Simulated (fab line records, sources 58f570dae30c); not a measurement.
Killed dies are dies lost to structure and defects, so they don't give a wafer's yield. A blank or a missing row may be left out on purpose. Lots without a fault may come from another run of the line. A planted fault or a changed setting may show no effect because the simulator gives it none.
fab line records | flow berkeley_cmos170
record lots=14 wafers=42 last_day=12
route steps=331 shown GATE@143 SPACER@171 NSD@194
lots that met no fault: from a run of the same line without faults
start_h: hours from the record's first day to the start of the lot's first wafer shown | wait_h: hours since the lot's step before | " the same as in the row above | L1.1+2: a row that stands for several wafers | - no value, or no start given | * or withheld: withheld | < > ~ a bound
route shown NAME@n: a module of which the file shows steps, and the number in the route of the first | usual: mean/standard deviation of fault-free wafers | same: alike in all rows | chamber/n: place in a boat | sites: the reading at each site | _std_site: their standard deviation | _edge_site: outer sites' mean less inner sites' | radius_mm: how far each site lies from the wafer's centre | mask NAME#n: copy n | behind: the tool/chamber that last shaped the wafer | hold: why the lot was held/for how many hours/how that ended | device: the transistor (n, p or np) that didn't switch | end of line: the same wafers' tests at the end of the route | a step without rows: its recipe alone | killed: dies lost to structure and defects at the first sort, not the wafer's yield | map: a wafer's dies, x killed, . not, _ none there
set.NAME: the setting as run; set.NAME@STEP: as run at that earlier step | model.NAME: the simulator's own value behind a step, which no gauge read
steps of the route over a sample of lots; a table a step, a row a wafer
services: from which hour (start_h, from the record's first day; less than 0 if before it) a tool's chamber was out of use, for how many hours, and why
## steps
# step UCB170_GATE_CD_MEAS_90
# recipe target_cd_nm=350
# usual cd_nm=349.8/1.4
# columns lot.wafer tool chamber start_h wait_h cd_nm
L958.1 cd_sem-01 - 137.99 0.1 350.7
L958.3 " - " " 349.5
L958.5 " - " " 349.8
L960.3 cd_sem-01 - 144.56 0.1 350.7
L960.4 " - " " 349.5
L960.6 " - " " 350.6
L961.1 cd_sem-01 - 144.76 0.1 350.1
L961.4 " - " " 348.3
L961.5 " - " " 349.3
L959.2 cd_sem-02 - 145.02 0.1 352.3
L959.4 " - " " 353.3
L959.6 " - " " 351.2
L963.2 cd_sem-01 - 166.29 0.1 349.8
L963.4 " - " " 349.7
L963.5 " - " " 351.6
L967.2 cd_sem-01 - 177.82 0.1 351.1
L967.4 " - " " 350.2
L967.5 " - " " 349.7
L974.3 cd_sem-02 - 201.91 0.1 349.0
L974.5 " - " " 348.6
L974.6 " - " " 346.9
L970.1 cd_sem-02 - 202.64 0.1 350.7
L970.4 " - " " 352.2
L970.5 " - " " 350.2
L975.2 cd_sem-02 - 226.73 0.1 348.4
L975.4 " - " " 349.1
L975.6 " - " " 349.5
L977.1 cd_sem-02 - 226.98 0.1 348.9
L977.2 " - " " 349.0
L977.3 " - " " 349.2
L978.2 cd_sem-02 - 238.73 0.1 350.1
L978.4 " - " " 349.8
L978.6 " - " " 350.3
L980.1 cd_sem-01 - 238.79 0.1 349.7
L980.3 " - " " 346.7
L980.5 " - " " 348.8
L979.1 cd_sem-01 - 238.91 0.1 349.2
L979.2 " - " " 349.7
L979.4 " - " " 349.8
L981.1 cd_sem-02 - 247.01 0.1 347.1
L981.3 " - " " 347.6
L981.5 " - " " 346.8
# step UCB170_SPACER_CVD_00
# recipe material=SiO2 target_thk_nm=376 temp_c=390 precursor=TEOS/O2 time_s=47 rf_w=550 pressure_mtorr=9000
# usual heater_power_w=266/51 rf_fwd_power_W=545.0/2.1
# columns lot.wafer tool chamber start_h wait_h heater_power_w rf_fwd_power_W
L958.1 pecvd-03 1 142.78 0.0 285 549.4
L958.3 " 0 " " 231 544.1
L958.5 " 0 " " 238 542.6
L960.3 pecvd-02 1 151.14 0.0 374 540.0
L960.4 " 1 " " 383 544.6
L960.6 " 2 " " 256 545.5
L959.2 pecvd-03 1 151.88 0.0 287 545.5
L959.4 " 2 " " 226 543.4
L959.6 " 1 " " 297 545.7
L961.1 pecvd-02 2 152.15 0.0 273 544.9
L961.4 " 0 " " 291 546.1
L961.5 " 1 " " 318 545.8
L963.2 pecvd-02 2 170.94 0.0 224 546.3
L963.4 " 1 " " 387 541.9
L963.5 " 2 " " 240 547.9
L967.2 pecvd-03 2 183.11 0.0 223 543.2
L967.4 " 2 " " 232 545.8
L967.5 " 0 " " 199 542.4
L974.3 pecvd-02 2 208.01 0.0 206 547.5
L974.5 " 0 " " 291 548.4
L974.6 " 1 " " 321 544.7
L970.1 pecvd-03 0 210.80 0.0 227 544.5
L970.4 " 0 " " 238 542.5
L970.5 " 2 " " 230 546.9
L975.2 pecvd-02 0 231.41 0.0 242 540.7
L975.4 " 0 " " 251 544.3
L975.6 " 1 " " 323 544.1
L977.1 pecvd-04 1 231.93 0.0 285 544.4
L977.2 " 2 " " 242 544.7
L977.3 " 0 " " 256 546.0
L978.2 pecvd-02 1 244.47 0.0 319 544.1
L978.4 " 2 " " 265 545.6
L978.6 " 0 " " 290 549.2
L980.1 pecvd-02 1 245.32 0.0 348 544.7
L980.3 " 0 " " 258 544.2
L980.5 " 0 " " 273 545.9
L979.1 pecvd-02 0 245.67 0.2 232 544.9
L979.2 " 2 " " 268 544.6
L979.4 " 2 " " 262 544.9
L981.1 pecvd-02 1 251.63 0.0 400 544.1
L981.3 " 2 " " 190 547.8
L981.5 " 0 " " 214 545.2
# step UCB170_SPACER_THK_MEAS_01
# recipe reads=SiO2_of_SPACER_CVD_00
# usual SPACER_TEOS_THK=374/4.6
# columns lot.wafer tool chamber start_h wait_h SPACER_TEOS_THK[nm]
L958.1 film_metro-03 - 142.83 0.0 363
L958.3 " - " " 368
L958.5 " - " " 377
L960.3 film_metro-01 - 151.20 0.0 376
L960.4 " - " " 381
L960.6 " - " " 383
L959.2 film_metro-02 - 151.93 0.0 365
L959.4 " - " " 376
L959.6 " - " " 372
L961.1 film_metro-03 - 152.19 0.0 373
L961.4 " - " " 381
L961.5 " - " " 380
L963.2 film_metro-01 - 170.99 0.0 369
L963.4 " - " " 379
L963.5 " - " " 382
L967.2 film_metro-01 - 183.16 0.0 401
L967.4 " - " " 404
L967.5 " - " " 407
L974.3 film_metro-01 - 208.08 0.0 369
L974.5 " - " " 371
L974.6 " - " " 374
L970.1 film_metro-01 - 210.84 0.0 394
L970.4 " - " " 402
L970.5 " - " " 405
L975.2 film_metro-01 - 231.46 0.0 373
L975.4 " - " " 375
L975.6 " - " " 382
L977.1 film_metro-01 - 231.97 0.0 369
L977.2 " - " " 370
L977.3 " - " " 377
L978.2 film_metro-01 - 244.54 0.0 374
L978.4 " - " " 373
L978.6 " - " " 366
L980.1 film_metro-01 - 245.36 0.0 379
L980.3 " - " " 369
L980.5 " - " " 371
L979.1 film_metro-03 - 245.71 0.0 365
L979.2 " - " " 374
L979.4 " - " " 379
L981.1 film_metro-03 - 251.67 0.0 372
L981.3 " - " " 376
L981.5 " - " " 372
# step UCB170_SPACER_ETCHBACK_03
# recipe stop_on=Si target=SiO2 chemistry=CHF3/CF4/Ar CHF3_flow_sccm=50 cf4_flow_sccm=10 Ar_flow_sccm=120 pressure_mtorr=200 rf_w=500 target_depth_a=3760 time_s=100
# usual drypump_motor_current_A=5.8/0.4 oes_product_au=0.893/0.02 rf_fwd_power_W=496.5/1.8 throttle_valve_pct=6.41/0.097
# columns lot.wafer tool chamber start_h wait_h drypump_motor_current_A oes_product_au rf_fwd_power_W rf_hours_counter_h throttle_valve_pct
L958.1 rie_diel-02 1 147.18 0.0 5.5 0.877 495.7 145 6.44
L958.3 " 0 " " 6.3 0.908 499.5 7 6.27
L958.5 " 1 " " 5.5 0.903 496.4 - 6.45
L959.2 rie_diel-03 3 155.28 0.0 5.6 0.867 496.0 118 6.47
L959.4 " 2 " " 6.1 0.920 495.9 65 6.30
L959.6 " 2 " " 6.1 0.915 496.9 - 6.30
L960.3 rie_diel-02 1 155.28 0.0 5.6 0.894 495.0 145 6.43
L960.4 " 3 " " 5.6 0.907 500.2 - 6.34
L960.6 " 1 " " 5.5 0.915 494.7 - 6.45
L961.1 rie_diel-01 2 155.28 0.0 6.1 0.862 499.5 124 6.35
L961.4 " 1 " " 5.3 0.914 499.5 138 6.32
L961.5 " 2 " " 6.0 0.879 495.4 - 6.35
L963.2 rie_diel-03 0 176.35 0.0 5.2 0.897 496.9 13 6.38
L963.4 " 3 " " 5.6 0.897 494.6 119 6.50
L963.5 " 0 " " 5.2 0.920 498.1 - 6.39
L967.2 rie_diel-03 3 186.68 0.0 5.6 0.935 493.8 119 6.50
L967.4 " 3 " " 5.6 0.937 493.1 - 6.47
L967.5 " 2 " " 6.1 0.985 496.7 - 6.31
L974.3 rie_diel-01 2 213.89 0.0 6.1 0.862 499.9 126 6.37
L974.5 " 0 " " 6.6 0.881 495.6 - 6.51
L974.6 " 3 " " 5.9 0.879 497.8 - 6.50
L970.1 rie_diel-02 1 213.96 0.1 5.5 0.949 495.3 0 6.45
L970.4 " 2 " " 5.4 0.939 499.1 105 6.63
L970.5 " 1 " " 5.5 0.960 494.9 - 6.45
L975.2 rie_diel-02 3 237.40 0.0 5.6 0.889 493.9 131 6.36
L975.4 " 0 " " 6.3 0.921 496.9 - 6.28
L975.6 " 1 " " 5.6 0.924 495.9 - 6.45
L977.1 rie_diel-01 1 237.40 0.0 5.3 0.896 496.4 141 6.32
L977.2 " 3 " " 5.9 0.872 498.1 80 6.50
L977.3 " 2 " " 6.1 0.872 498.0 127 6.36
L978.2 rie_diel-01 2 252.64 0.0 6.0 0.863 496.8 128 6.36
L978.4 " 2 " " 6.1 0.866 497.9 - 6.36
L978.6 " 0 " " 6.5 0.878 494.7 - 6.51
L979.1 rie_diel-02 2 252.64 0.0 5.4 0.874 498.2 106 6.62
L979.2 " 3 " " 5.6 0.882 497.2 132 6.35
L979.4 " 1 " " 5.5 0.919 496.4 2 6.46
L980.1 rie_diel-03 0 252.64 0.0 5.2 0.917 494.9 18 6.38
L980.3 " 2 " " 6.1 0.907 494.8 70 6.31
L980.5 " 3 " " 5.6 0.887 495.4 - 6.49
L981.1 rie_diel-03 0 258.14 0.0 5.2 0.910 499.7 18 6.39
L981.3 " 1 " " 6.3 0.870 498.9 45 6.32
L981.5 " 1 " " 6.3 0.862 498.5 - 6.33
# step UCB170_NSD_OVL_MEAS_07
# usual NSD_OVL=0/5.5
# columns lot.wafer tool chamber start_h wait_h NSD_OVL[nm]
L958.1 overlay-01 - 151.31 0.1 1
L958.3 " - " " 4
L958.5 " - " " 0
L961.1 overlay-01 - 160.04 0.1 7
L961.4 " - " " 1
L961.5 " - " " 8
L960.3 overlay-01 - 160.23 0.1 -2
L960.4 " - " " -4
L960.6 " - " " -6
L959.2 overlay-02 - 160.33 0.1 -6
L959.4 " - " " 0
L959.6 " - " " 4
L963.2 overlay-02 - 180.19 0.1 -7
L963.4 " - " " -8
L963.5 " - " " -10
L967.2 overlay-01 - 191.10 0.1 -8
L967.4 " - " " -1
L967.5 " - " " 2
L974.3 overlay-01 - 218.48 0.1 -2
L974.5 " - " " -5
L974.6 " - " " 4
L970.1 overlay-01 - 218.60 0.1 1
L970.4 " - " " -12
L970.5 " - " " 10
L975.2 overlay-01 - 241.75 0.1 0
L975.4 " - " " -3
L975.6 " - " " 0
L977.1 overlay-01 - 242.28 0.1 -1
L977.2 " - " " 5
L977.3 " - " " 5
L978.2 overlay-01 - 255.82 0.1 5
L978.4 " - " " 10
L978.6 " - " " 7
L979.1 overlay-02 - 255.93 0.1 11
L979.2 " - " " 2
L979.4 " - " " 6
L980.1 overlay-01 - 256.17 0.1 5
L980.3 " - " " 3
L980.5 " - " " 0
L981.1 overlay-01 - 262.97 0.1 -5
L981.3 " - " " 2
L981.5 " - " " -5
# step UCB170_NSD_STRIP_09
# recipe chemistry=O2 power_w=400 pressure_mtorr=3500 platen_temp_c=withheld o2_flow_sccm=400 overash_fraction=0.5
# usual drypump_motor_current_A=5.8/0.41 oes_product_au=0.534/0.0044 strip_time_to_endpoint_s=35.82/0.064
# columns lot.wafer tool chamber start_h wait_h drypump_motor_current_A oes_product_au rf_hours_counter_h strip_time_to_endpoint_s
L958.1 plasma_asher-04 1 151.49 0.1 6.2 0.529 46 35.76
L958.3 " 0 " " 6.1 0.535 - 35.85
L958.5 " 0 " " 6.1 0.531 - 35.72
L961.1 plasma_asher-01 0 160.23 0.1 5.5 0.528 45 35.74
L961.4 " 1 " " 5.8 0.531 - 35.82
L961.5 " 1 " " 5.9 0.530 - 35.86
L960.3 plasma_asher-04 0 160.44 0.1 6.1 0.531 - 35.77
L960.4 " 1 " " 6.2 0.538 - 35.80
L960.6 " 0 " " 6.1 0.532 - 35.72
L959.2 plasma_asher-02 0 160.51 0.1 6.2 0.535 5 36.00
L959.4 " 0 " " 6.2 0.529 - 35.95
L959.6 " 1 " " 5.0 0.540 - 35.91
L963.2 plasma_asher-01 1 180.37 0.1 5.9 0.528 47 35.80
L963.4 " 0 " " 5.5 0.532 - 35.86
L963.5 " 1 " " 5.9 0.531 - 35.82
L967.2 plasma_asher-02 1 191.28 0.1 5.0 0.537 9 35.69
L967.4 " 1 " " 5.0 0.533 - 35.67
L967.5 " 0 " " 6.2 0.529 - 35.76
L974.3 plasma_asher-01 0 218.68 0.1 5.5 0.536 - 35.79
L974.5 " 0 " " 5.5 0.534 - 35.74
L974.6 " 1 " " 5.9 0.535 - 35.85
L970.1 plasma_asher-02 1 218.79 0.1 5.0 0.534 12 35.78
L970.4 " 1 " " 5.0 0.543 - 35.76
L970.5 " 0 " " 6.2 0.522 - 35.72
L975.2 plasma_asher-01 1 241.93 0.1 5.9 0.534 54 35.86
L975.4 " 1 " " 5.8 0.532 - 35.89
L975.6 " 0 " " 5.6 0.528 - 35.91
L977.1 plasma_asher-02 0 242.47 0.1 6.2 0.527 14 35.77
L977.2 " 1 " " 5.0 0.535 14 35.79
L977.3 " 0 " " 6.3 0.539 - 35.79
L978.2 plasma_asher-01 1 256.00 0.1 5.9 0.542 56 35.91
L978.4 " 1 " " 5.9 0.531 - 35.87
L978.6 " 0 " " 5.5 0.543 - 35.87
L979.1 plasma_asher-02 1 256.11 0.1 5.0 0.534 16 35.76
L979.2 " 0 " " 6.2 0.533 16 35.85
L979.4 " 0 " " 6.2 0.532 - 35.69
L980.1 plasma_asher-04 1 256.35 0.1 6.2 0.536 57 35.85
L980.3 " 1 " " 6.1 0.534 - 35.88
L980.5 " 1 " " 6.1 0.537 - 35.92
L981.1 plasma_asher-04 1 263.16 0.1 6.2 0.534 58 35.84
L981.3 " 0 " " 6.1 0.535 - 35.89
L981.5 " 1 " " 6.2 0.532 - 35.77
## services
# columns tool chamber start_h hours kind
rie_diel-02 3 131.01 3.2 repair
pecvd-02 - 135.50 14.0 pm
pecvd-02 0 135.50 14.0 vent_cycle
pecvd-02 1 135.50 14.0 vent_cycle
pecvd-02 2 135.50 14.0 vent_cycle
rie_diel-02 1 136.36 3.6 repair
rie_diel-01 3 138.69 11.9 repair
rie_diel-02 2 142.66 5.8 repair
rie_diel-02 0 153.99 1.4 repair
pecvd-04 2 172.93 11.8 repair
rie_diel-03 1 181.93 5.6 repair
rie_diel-01 1 188.03 9.4 repair
rie_diel-01 2 191.05 14.4 repair
plasma_asher-01 - 199.44 0.4 repair
rie_diel-01 1 206.89 10.9 repair
rie_diel-01 0 208.76 4.3 repair
plasma_asher-01 - 213.65 0.5 repair
plasma_asher-04 - 223.04 2.1 repair
rie_diel-01 - 225.92 2.8 pm
plasma_asher-04 - 229.47 14.6 pm
rie_diel-02 2 235.43 7.6 repair
pecvd-04 - 238.38 2.9 repair
pecvd-03 - 242.50 14.0 pm
pecvd-04 - 244.92 28.3 repair
## key
first_sign step=UCB170_SPACER_THK_MEAS_01 reading=SPACER_TEOS_THK direction=up sigmas=6.2 usual=374 struck=402
effect step=UCB170_SPACER_ETCHBACK_03 reading=oes_product_au direction=up sigmas=2.9 usual=0.893 struck=0.951
met_at UCB170_SPACER_CVD_00
struck_lots L967,L970
sort_left_out L967.2,L967.4,L967.5,L970.1,L970.4,L970.5
tester_left_out L967,L970
not_acting_at UCB170_GATE_CD_MEAS_90,UCB170_NSD_OVL_MEAS_07,UCB170_NSD_STRIP_09
onset_between 151.88 183.11
fault kind=process_parameter_drift tool=pecvd-03 chamber=- onset_h=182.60 steps=UCB170_SPACER_CVD_00 channel=target_thk_nm offset=29.071 shape=step end_h=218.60 acts_in=these_recipes_only stated=376
# tester_left_out: of these lots the tester's yield and bins aren't shown, on N5 and GAA mostly nor the transistor test; their killed dies are dies lost to structure and defects alone, not to doping, threshold or leakage, so they don't give the yield
# sort_left_out: the simulated sort isn't trusted on such a fault, so these wafers' sort isn't shown, and their yield isn't known
